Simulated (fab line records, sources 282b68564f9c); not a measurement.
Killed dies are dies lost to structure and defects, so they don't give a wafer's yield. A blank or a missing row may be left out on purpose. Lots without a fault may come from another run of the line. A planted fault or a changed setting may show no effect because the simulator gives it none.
fab line records | flow rit_cmos | part 2 of 2: steps 31 to 41 of 41
record lots=5 wafers=15 last_day=7
route steps=202 shown ACTIVE@15 FOX1@20 FOX2@23 NWELL@28 PWELL@39 WELLDRIVE@50 NRETRO@53
lots that met no fault: from a run of the same line without faults
start_h: hours from the record's first day to the start of the lot's first wafer shown | wait_h: hours since the lot's step before | " the same as in the row above | L1.1+2: a row that stands for several wafers | - no value, or no start given | * or withheld: withheld | < > ~ a bound
route shown NAME@n: a module of which the file shows steps, and the number in the route of the first | usual: mean/standard deviation of fault-free wafers | same: alike in all rows | chamber/n: place in a boat | sites: the reading at each site | _std_site: their standard deviation | _edge_site: outer sites' mean less inner sites' | radius_mm: how far each site lies from the wafer's centre | mask NAME#n: copy n | behind: the tool/chamber that last shaped the wafer | hold: why the lot was held/for how many hours/how that ended | device: the transistor (n, p or np) that didn't switch | end of line: the same wafers' tests at the end of the route | a step without rows: its recipe alone | killed: dies lost to structure and defects at the first sort, not the wafer's yield | map: a wafer's dies, x killed, . not, _ none there
set.NAME: the setting as run; set.NAME@STEP: as run at that earlier step | model.NAME: the simulator's own value behind a step, which no gauge read
lots at some steps of the route; a table a step, a row a wafer
services: from which hour (start_h, from the record's first day; less than 0 if before it) a tool's chamber was out of use, for how many hours, and why
## steps
# step RIT_PWELL_OVL_MEAS_06
# usual PWELL_OVL=0.7/1.4
# columns lot.wafer tool chamber start_h wait_h PWELL_OVL[nm]
L080.1 overlay-01 - 53.87 - 0.6
L080.3 " - " " 1.9
L080.4 " - " " -0.1
L084.3 overlay-02 - 74.32 - 0.1
L084.4 " - " " 0.8
L084.5 " - " " -0.4
L089.2 overlay-01 - 99.08 - 1.7
L089.5 " - " " 1.6
L089.6 " - " " 0.1
L093.1 overlay-02 - 117.62 - 2.5
L093.2 " - " " 0.1
L093.3 " - " " 3.3
L094.3 overlay-02 - 122.59 - 1.7
L094.4 " - " " 2.0
L094.6 " - " " 1.6
# step RIT_PWELL_HARDBAKE_07
# recipe resist=NOVOLAK temp_c=140 time_s=120
# usual exhaust_pa=45.2/0.89
# columns lot.wafer tool chamber start_h wait_h exhaust_pa
L080.1 litho_track-02 0 53.91 0.0 45.0
L080.3 " 0 " " 44.6
L080.4 " 0 " " 44.4
L084.3 litho_track-02 0 74.42 0.1 45.1
L084.4 " 0 " " 45.2
L084.5 " 0 " " 45.5
L089.2 litho_track-02 0 99.15 0.1 46.4
L089.5 " 0 " " 45.8
L089.6 " 0 " " 46.9
L093.1 litho_track-02 0 117.66 0.0 43.1
L093.2 " 0 " " 45.0
L093.3 " 0 " " 45.0
L094.3 litho_track-04 0 122.69 0.1 43.2
L094.4 " 0 " " 44.6
L094.6 " 0 " " 43.6
# step RIT_PWELL_IMPLANT_08
# recipe species=B energy_kev=170 dose_cm2=7e+13 tilt_deg=7
# usual faraday_current_uA=222/4.6
# columns lot.wafer tool chamber start_h wait_h faraday_current_uA
L080.1 implanter-02 0 54.16 0.2 224
L080.3 " 0 " " 220
L080.4 " 0 " " 218
L084.3 implanter-02 0 74.64 0.2 219
L084.4 " 0 " " 217
L084.5 " 0 " " 226
L089.2 implanter-01 0 99.38 0.2 219
L089.5 " 0 " " 218
L089.6 " 0 " " 222
L093.1 implanter-04 0 117.91 0.2 223
L093.2 " 0 " " 214
L093.3 " 0 " " 215
L094.3 implanter-04 0 122.91 0.2 219
L094.4 " 0 " " 227
L094.6 " 0 " " 226
# step RIT_PWELL_STRIP_09
# recipe chemistry=O2 time_s=180 resist=NOVOLAK platen_temp_c=withheld power_w=500 pressure_mtorr=4000 o2_flow_sccm=4000
# usual drypump_motor_current_A=6.1/0.41
# columns lot.wafer tool chamber start_h wait_h drypump_motor_current_A rf_hours_counter_h
L080.1 plasma_asher-04 1 54.31 0.1 5.5 27
L080.3 " 1 " " 5.5 -
L080.4 " 0 " " 6.8 -
L084.3 plasma_asher-03 0 74.80 0.1 5.9 -
L084.4 " 1 " " 6.3 -
L084.5 " 1 " " 6.3 -
L089.2 plasma_asher-04 0 99.51 0.1 6.8 32
L089.5 " 1 " " 5.4 -
L089.6 " 0 " " 6.8 -
L093.1 plasma_asher-03 1 118.06 0.1 6.3 49
L093.2 " 0 " " 5.9 49
L093.3 " 1 " " 6.3 -
L094.3 plasma_asher-03 1 123.07 0.1 6.3 -
L094.4 " 0 " " 5.9 -
L094.6 " 0 " " 5.9 -
# step RIT_PWELL_TW_MEAS_10
# usual PWELL_TW=937/7.5
# columns lot.wafer tool chamber start_h wait_h PWELL_TW
L080.1 film_metro-02 - 54.49 0.1 939
L080.3 " - " " 940
L080.4 " - " " 944
L084.3 film_metro-04 - 74.94 0.1 943
L084.4 " - " " 934
L084.5 " - " " 932
L089.2 film_metro-02 - 99.69 0.1 945
L089.5 " - " " 947
L089.6 " - " " 945
L093.1 film_metro-01 - 118.23 0.1 930
L093.2 " - " " 924
L093.3 " - " " 919
L094.3 film_metro-04 - 123.21 0.1 936
L094.4 " - " " 940
L094.6 " - " " 933
# step RIT_WELLDRIVE_ANNEAL_00
# recipe temp_c=1100 time_s=14700 ambient=N2
# columns lot.wafer tool chamber start_h wait_h
L080.1+3+4 furnace-02 0 54.55 0.1
L084.3+4+5 furnace-02 0 75.51 0.6
L089.2+5+6 furnace-02 0 99.74 0.0
L093.1+2+3 furnace-02 0 118.29 0.1
L094.3+4+6 furnace-03 0 123.25 0.0
# step RIT_WELLDRIVE_RS_MEAS_01
# recipe thk_meas_gauge=four-point-probe
# usual NWELL_RS=275.4/0.82
# columns lot.wafer tool chamber start_h wait_h NWELL_RS[ohm/sq]
L080.1 film_metro-04 - 59.63 0.0 275.9
L080.3 " - " " 275.0
L080.4 " - " " 276.5
L084.3 film_metro-04 - 80.63 0.0 275.3
L084.4 " - " " 275.6
L084.5 " - " " 274.6
L089.2 film_metro-01 - 104.85 0.0 275.0
L089.5 " - " " 274.4
L089.6 " - " " 274.3
L093.1 film_metro-02 - 123.38 0.0 275.6
L093.2 " - " " 275.3
L093.3 " - " " 274.9
L094.3 film_metro-04 - 128.37 0.0 274.1
L094.4 " - " " 274.9
L094.6 " - " " 275.4
# step RIT_WELLDRIVE_RS_MEAS_02
# recipe thk_meas_gauge=four-point-probe
# usual PWELL_RS=429.8/1.1
# columns lot.wafer tool chamber start_h wait_h PWELL_RS[ohm/sq]
L080.1 film_metro-04 - 59.75 0.1 429.9
L080.3 " - " " 429.8
L080.4 " - " " 430.0
L084.3 film_metro-04 - 80.75 0.1 428.1
L084.4 " - " " 428.0
L084.5 " - " " 428.5
L089.2 film_metro-01 - 104.97 0.1 427.8
L089.5 " - " " 428.8
L089.6 " - " " 429.6
L093.1 film_metro-02 - 123.50 0.1 429.4
L093.2 " - " " 429.2
L093.3 " - " " 429.1
L094.3 film_metro-04 - 128.49 0.1 429.5
L094.4 " - " " 428.6
L094.6 " - " " 429.2
# step RIT_NRETRO_HMDS_00
# recipe prime_time_s=60 prime_temp_c=140
# usual exhaust_pa=44.8/0.9
# columns lot.wafer tool chamber start_h wait_h exhaust_pa
L080.1 litho_track-04 0 59.87 0.1 46.0
L080.3 " 0 " " 45.5
L080.4 " 0 " " 44.1
L084.3 litho_track-04 0 80.88 0.1 46.3
L084.4 " 0 " " 46.1
L084.5 " 0 " " 45.1
L089.2 litho_track-02 0 105.09 0.1 45.8
L089.5 " 0 " " 45.9
L089.6 " 0 " " 45.4
L093.1 litho_track-03 0 123.62 0.1 46.4
L093.2 " 0 " " 45.6
L093.3 " 0 " " 46.0
L094.3 litho_track-02 0 128.62 0.1 43.4
L094.4 " 0 " " 44.1
L094.6 " 0 " " 43.7
# step RIT_NRETRO_COAT_01
# recipe resist=NOVOLAK spin_rpm=2000 resist_thk_nm=1300
# usual exhaust_pa=45.0/0.85
# columns lot.wafer tool chamber start_h wait_h exhaust_pa
L080.1 litho_track-04 0 60.02 0.1 45.9
L080.3 " 0 " " 45.5
L080.4 " 0 " " 45.1
L084.3 litho_track-04 0 81.03 0.1 45.1
L084.4 " 0 " " 45.1
L084.5 " 0 " " 44.7
L089.2 litho_track-02 0 105.24 0.1 44.3
L089.5 " 0 " " 43.5
L089.6 " 0 " " 45.7
L093.1 litho_track-03 0 123.77 0.1 44.2
L093.2 " 0 " " 45.5
L093.3 " 0 " " 44.3
L094.3 litho_track-02 0 128.77 0.1 44.9
L094.4 " 0 " " 44.4
L094.6 " 0 " " 45.3
# step RIT_NRETRO_SOFTBAKE_02
# recipe resist=NOVOLAK temp_c=90 time_s=60
# usual exhaust_pa=44.7/0.9
# columns lot.wafer tool chamber start_h wait_h exhaust_pa
L080.1 litho_track-04 0 60.17 0.1 45.1
L080.3 " 0 " " 45.1
L080.4 " 0 " " 45.8
L084.3 litho_track-04 0 81.18 0.1 44.4
L084.4 " 0 " " 46.9
L084.5 " 0 " " 46.4
L089.2 litho_track-02 0 105.39 0.1 44.5
L089.5 " 0 " " 45.2
L089.6 " 0 " " 44.5
L093.1 litho_track-03 0 123.92 0.1 42.7
L093.2 " 0 " " 43.6
L093.3 " 0 " " 43.8
L094.3 litho_track-02 0 128.92 0.1 46.9
L094.4 " 0 " " 45.1
L094.6 " 0 " " 44.0
## services
# columns tool chamber start_h hours kind
implanter-04 - 25.48 0.5 repair
wet_bench-04 - 26.05 0.9 repair
furnace-02 - 34.72 6.9 pm
wet_bench-03 - 44.06 2.1 repair
plasma_asher-03 - 45.70 3.9 repair
implanter-04 - 54.61 3.2 pm
furnace-02 - 60.70 3.0 pm
furnace-01 - 61.05 20.9 pm
iline_stepper-02 - 66.55 1.7 pm
plasma_asher-04 - 67.36 4.3 pm
wet_bench-01 - 69.82 7.1 repair
furnace-01 - 81.95 3.4 pm
plasma_asher-01 - 86.36 44.0 repair
implanter-04 - 112.19 1.7 repair
iline_stepper-01 0 121.04 - calibration
